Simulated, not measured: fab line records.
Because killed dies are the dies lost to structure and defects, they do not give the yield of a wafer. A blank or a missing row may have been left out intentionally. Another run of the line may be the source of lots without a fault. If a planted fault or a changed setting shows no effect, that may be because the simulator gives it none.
Which of the tools did it? ; flow rit_cmos ; 12 lots with 36 wafers sampled at 6 steps, on a route of 202 steps

== WHAT EACH GAUGE READ, for each wafer ==
RIT_M1_RS_MEAS_01: a four-point-probe measurement. Usual: M1_AL_RS gives 0.0731 ohm/sq (standard deviation 0.00081).
lot;measured;on;M1_AL_RS (ohm/sq);flag
L136;day 3 13:16;film_metro-02;0.0740 0.0748 0.0746;
L137;day 3 19:08;film_metro-03;0.0737 0.0736 0.0744;
L138;day 3 22:26;film_metro-03;0.0726 0.0730 0.0743;
L139;day 3 22:43;film_metro-02;0.0725 0.0725 0.0727;
L145;day 5 10:13;film_metro-02;0.0718 0.0721 0.0832 0.0720 0.0723 0.0832;OFF
L146;day 5 13:12;film_metro-04;0.0727 0.0727 0.0731;
L147;day 5 19:10;film_metro-02;0.0835 0.0721 0.0725 0.0835 0.0722 0.0727;OFF
L148;day 5 22:36;film_metro-04;0.0721 0.0730 0.0730;
L150;day 6 08:28;film_metro-03;0.0728 0.0730 0.0726;
L152;day 6 19:23;film_metro-03;0.0741 0.0734 0.0741;
L156;day 7 15:25;film_metro-03;0.0719 0.0723 0.0726;
L158;day 8 00:11;film_metro-02;0.0742 0.0725 0.0737;

RIT_M1_THK_MEAS_02: measures by xrf. Usual: M1_AL_THK gives 400 nm (standard deviation 4.6).
lot;measured;on;M1_AL_THK (nm);flag
L136;day 3 13:22;film_metro-02;398 392 389;
L137;day 3 19:14;film_metro-03;401 398 397;
L138;day 3 22:33;film_metro-03;405 403 392;
L139;day 3 22:49;film_metro-02;405 404 403;
L145;day 5 15:43;film_metro-02;408 406 354 408 404 352;
L146;day 5 13:19;film_metro-04;401 404 399;
L147;day 5 22:41;film_metro-02;351 403 401 350 406 402;OFF
L148;day 5 22:43;film_metro-04;407 403 405;
L150;day 6 08:34;film_metro-03;406 404 406;
L152;day 6 19:31;film_metro-03;397 402 395;
L156;day 7 15:32;film_metro-03;407 408 404;
L158;day 8 00:19;film_metro-02;392 405 395;

RIT_M1_CD_MEAS_09: the cd target is 2600 nm. Usual: 2600.0 nm for cd_nm, sd 2.4.
lot;measured;on;cd_nm (nm);flag
L136;day 3 14:20;cd_sem-01;2594.3 2595.8 2596.1;
L137;day 3 20:11;cd_sem-02;2602.7 2603.1 2602.5;
L138;day 3 23:37;cd_sem-02;2600.7 2600.2 2600.6;
L139;day 3 23:58;cd_sem-01;2601.4 2599.3 2599.0;
L145;day 5 20:41;cd_sem-02;2601.2 2601.8 2600.0;
L146;day 5 14:23;cd_sem-01;2605.1 2602.9 2601.3;
L147;day 6 02:02;cd_sem-01;2595.5 2595.9 2595.9;
L148;day 5 23:40;cd_sem-02;2599.0 2597.7 2596.8;
L150;day 6 09:39;cd_sem-01;2599.7 2600.3 2598.4;
L152;day 6 20:34;cd_sem-02;2599.6 2598.5 2599.4;
L156;day 7 16:36;cd_sem-02;2596.2 2596.3 2594.5;
L158;day 8 01:23;cd_sem-01;2600.0 2601.1 2599.6;

== EACH LOT AND THE TOOL THAT RAN IT (in order: tool; ch and the chambers of the sampled wafers; start) ==
lot;RIT_NLDD_STRIP_09;RIT_CONTACT_STRIP_12;RIT_M1_SPUTTER_00
L136;plasma_asher-03 ch 0,1, day 3 00:20;plasma_asher-03 ch 0,1, day 3 12:20;pvd_sputter-02, day 3 12:55
L137;plasma_asher-04 ch 0,1, day 3 07:16;plasma_asher-03 ch 0,1, day 3 17:57;pvd_sputter-03, day 3 18:47
L138;plasma_asher-02 ch 0,1, day 3 10:26;plasma_asher-03 ch 0,1, day 3 21:29;pvd_sputter-03, day 3 22:08
L139;plasma_asher-03 ch 0,1, day 3 10:44;plasma_asher-04 ch 0,1, day 3 21:47;pvd_sputter-02, day 3 22:23
L145;plasma_asher-04 ch 0,1, day 4 22:38;plasma_asher-03 ch 0,1, day 5 09:16;pvd_sputter-03, day 5 09:55
L146;plasma_asher-03 ch 0,1, day 5 01:40;plasma_asher-03 ch 0,1, day 5 12:16;pvd_sputter-02, day 5 12:54
L147;plasma_asher-04 ch 0,1, day 5 07:35;plasma_asher-02 ch 0,1, day 5 18:13;pvd_sputter-03, day 5 18:52
L148;plasma_asher-03 ch 0,1, day 5 10:43;plasma_asher-04 ch 0,1, day 5 21:40;pvd_sputter-02, day 5 22:18
L150;plasma_asher-02 ch 0,1, day 5 20:14;plasma_asher-03 ch 0,1, day 6 07:32;pvd_sputter-04, day 6 08:08
L152;plasma_asher-02 ch 0,1, day 6 06:25;plasma_asher-03 ch 0,1, day 6 18:26;pvd_sputter-02, day 6 19:06
L156;plasma_asher-02 ch 0,1, day 7 03:30;plasma_asher-02 ch 0,1, day 7 14:26;pvd_sputter-02, day 7 15:06
L158;plasma_asher-04 ch 0,1, day 7 12:59;plasma_asher-02 ch 1, day 7 23:15;pvd_sputter-04, day 7 23:54
- RIT_NLDD_STRIP_09: strips in O2, time 180 s.
- RIT_CONTACT_STRIP_12: strips in O2, time 180 s.
- RIT_M1_SPUTTER_00: material Al, target thk 400 nm, time 500 s.

== WHAT THE TOOLS THEMSELVES READ (means of the sampled wafers that have a number; where no wafer has one, the mark that the record gives instead) ==
RIT_NLDD_STRIP_09. Usual: 5.7 A for drypump_motor_current_A, sd 0.33.
lot;tool;drypump_motor_current_A (A);flag
L136;plasma_asher-03;5.7;
L137;plasma_asher-04;5.8;
L138;plasma_asher-02;5.5;
L139;plasma_asher-03;5.7;
L145;plasma_asher-04;5.8;
L146;plasma_asher-03;5.8;
L147;plasma_asher-04;5.7;
L148;plasma_asher-03;5.7;
L150;plasma_asher-02;5.4;
L152;plasma_asher-02;5.4;
L156;plasma_asher-02;5.7;
L158;plasma_asher-04;5.9;

RIT_CONTACT_STRIP_12. Usual: 5.7 A for drypump_motor_current_A, sd 0.34.
lot;tool;drypump_motor_current_A (A);flag
L136;plasma_asher-03;5.7;
L137;plasma_asher-03;5.8;
L138;plasma_asher-03;5.7;
L139;plasma_asher-04;5.9;
L145;plasma_asher-03;5.8;
L146;plasma_asher-03;5.7;
L147;plasma_asher-02;5.7;
L148;plasma_asher-04;5.9;
L150;plasma_asher-03;5.7;
L152;plasma_asher-03;5.7;
L156;plasma_asher-02;5.4;
L158;plasma_asher-02;6.0;

RIT_M1_SPUTTER_00. Usual: cathode_dc_power_W 1999.9 W, standard deviation 0.36; substrate_temp_c 25.00 C, standard deviation 0.1; throttle_valve_pct 30.1 %, standard deviation 0.58.
lot;tool;cathode_dc_power_W (W);substrate_temp_c (C);throttle_valve_pct (%);flag
L136;pvd_sputter-02;2000.1;24.78;29.5;
L137;pvd_sputter-03;2000.3;24.87;30.3;
L138;pvd_sputter-03;2000.1;24.97;30.3;
L139;pvd_sputter-02;1999.8;25.08;29.6;
L145;pvd_sputter-03;1910.8;24.98;30.2;OFF
L146;pvd_sputter-02;2000.1;24.95;29.5;
L147;pvd_sputter-03;1910.5;25.00;30.1;OFF
L148;pvd_sputter-02;1999.6;25.10;29.3;
L150;pvd_sputter-04;2000.0;24.96;30.5;
L152;pvd_sputter-02;2000.2;25.05;29.7;
L156;pvd_sputter-02;1999.9;24.97;29.6;
L158;pvd_sputter-04;2000.0;25.01;31.2;

== THE ANSWER, worked out from the rows above alone ==
Rule: a lot is off if the mean of its wafers that have a number lies more than 3 standard deviations from the usual mean. A lot without any number at a reading at which 4 lots or more have one is off too. Where the step has rows for the other lots, those lots are counted as sound. Order of review: gauges by route order, followed by the tools' own readings, for which a lot's mean as printed above is used. At the first step where some lot is off, the reading lying furthest off is the one used; lots without a number count as furthest.
Off: at RIT_M1_RS_MEAS_01 (M1_AL_RS), L145, L147.
If a tool, at a process step before that reading, ran all the lots that are off and no sound lot after the first of them, it fits. Not tried: the gauges at RIT_M1_RS_MEAS_01; whatever is off there is also off at RIT_M1_SPUTTER_00, on other tools, and gauge error can't account for it. One fits: pvd_sputter-03 at RIT_M1_SPUTTER_00. A fault onset in the window from L138 (day 3 22:08, its last sound lot) to L145 (day 5 09:55, its first lot off) fits.
The tool's own readings at RIT_M1_SPUTTER_00 bear it out: on the lots that are off they differ by more than 5 times the standard deviation of the sound lots' means. cathode_dc_power_W reads 1910.7 W there against 2000.0 W on the sound lots.

== WHAT HAD BEEN PUT IN BY THE SIMULATOR ==
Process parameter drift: pvd_sputter-03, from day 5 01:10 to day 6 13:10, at RIT_M1_SPUTTER_00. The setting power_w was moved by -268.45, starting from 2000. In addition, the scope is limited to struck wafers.
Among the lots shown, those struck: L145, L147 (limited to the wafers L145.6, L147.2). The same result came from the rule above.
